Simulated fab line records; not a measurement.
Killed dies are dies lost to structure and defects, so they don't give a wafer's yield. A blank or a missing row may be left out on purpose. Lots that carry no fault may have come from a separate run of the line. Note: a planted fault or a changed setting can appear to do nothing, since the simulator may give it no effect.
Code-filled problem report in 8D (eight disciplines) form / flow berkeley-cmos170 / the parts of the form that need people (team, actions taken, sign-off) are left out

== 1. THE PROBLEM ==
PWELL_TW at UCB170_PWELL_TW_MEAS_17 reads a mean of 52.6 on 9 wafers of 3 lots; wafers without a fault read 376.0 with a standard deviation of 1.6. That is -99 or more standard deviations from the usual mean.
First seen on wafer L387.2, day 5 09:55, on film-metro-03. Wafers with a number at this step in the record: 39, from 13 lots. Rule for "out", or "out of limits": more than 4 standard deviations from the usual mean. All remaining wafers that have a number are taken as sound.

== 2. WHAT IT IS, WHAT IT ISN'T ==
question=which readings at this step | is=PWELL_TW | is not=-
question=which lots | is=L387, L389, L390 | is not=L380, L381, L384, L392, L393, L394, L397, L398, L400, L402
question=which wafers of those lots | is=all that have a number | is not=-
question=read on which gauges | is=film-metro-01, film-metro-03, film-metro-04 | is not=-
question=when | is=from day 5 09:55 | is not=up to then (9 sound wafers); but 21 sound wafers of L392, L393, L394, L397, L398, L400, L402 came after

== 3. WHAT RULES OUT EACH SUSPECT ==
Counting: a tool at a process step up to the reading stays a suspect if it ran every lot that is out and no sound lot after the first of them.
- the gauge at UCB170_PWELL_TW_MEAS_17: ruled out. The wafers that are out were read on 3 gauges (film-metro-01, film-metro-03, film-metro-04).
- litho-track-03 at UCB170_PWELL_DEVELOP_12 (develop time 45 s): kept. All lots that are out passed through it, beginning with L387 at day 5 09:00, and no sound lot followed; its final sound lot before that point was L384 at day 4 03:00.
After counting, what remains is litho-track-03 at UCB170_PWELL_DEVELOP_12.

== 4. THE CAUSE (what the simulator had put in) ==
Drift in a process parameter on litho-track-03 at UCB170_PWELL_DEVELOP_12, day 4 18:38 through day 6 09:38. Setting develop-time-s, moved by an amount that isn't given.
After counting, this tool was the only one left.

== 5. THE CHAIN OF EFFECTS, in route order ==
Rows list readings where the struck wafers' mean (over those with a number) sits beyond 3 standard deviations from the usual. Only readings whose record carries a usual standard deviation are examined. hours: median over the lots of the time between each lot's start at the first step of this table that gives one and its start at this step. sigmas: the change, counted in usual standard deviations.
hours=0; step=UCB170_PWELL_TW_MEAS_17; reading=PWELL_TW; usual=376.0; on struck wafers=52.6; change=-323.4; sigmas=-99 or more

== 6. WHAT WOULD HAVE CAUGHT IT SOONER ==
15 hours passed between the start of the fault at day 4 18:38 and the first reading out of limits at a measuring or inspecting step in this record, taken at day 5 09:55.
Of the lots that are out (3), L390 began UCB170_PWELL_DEVELOP_12 on litho-track-03 after day 5 09:55. Putting the tool on hold at that point would have spared it.
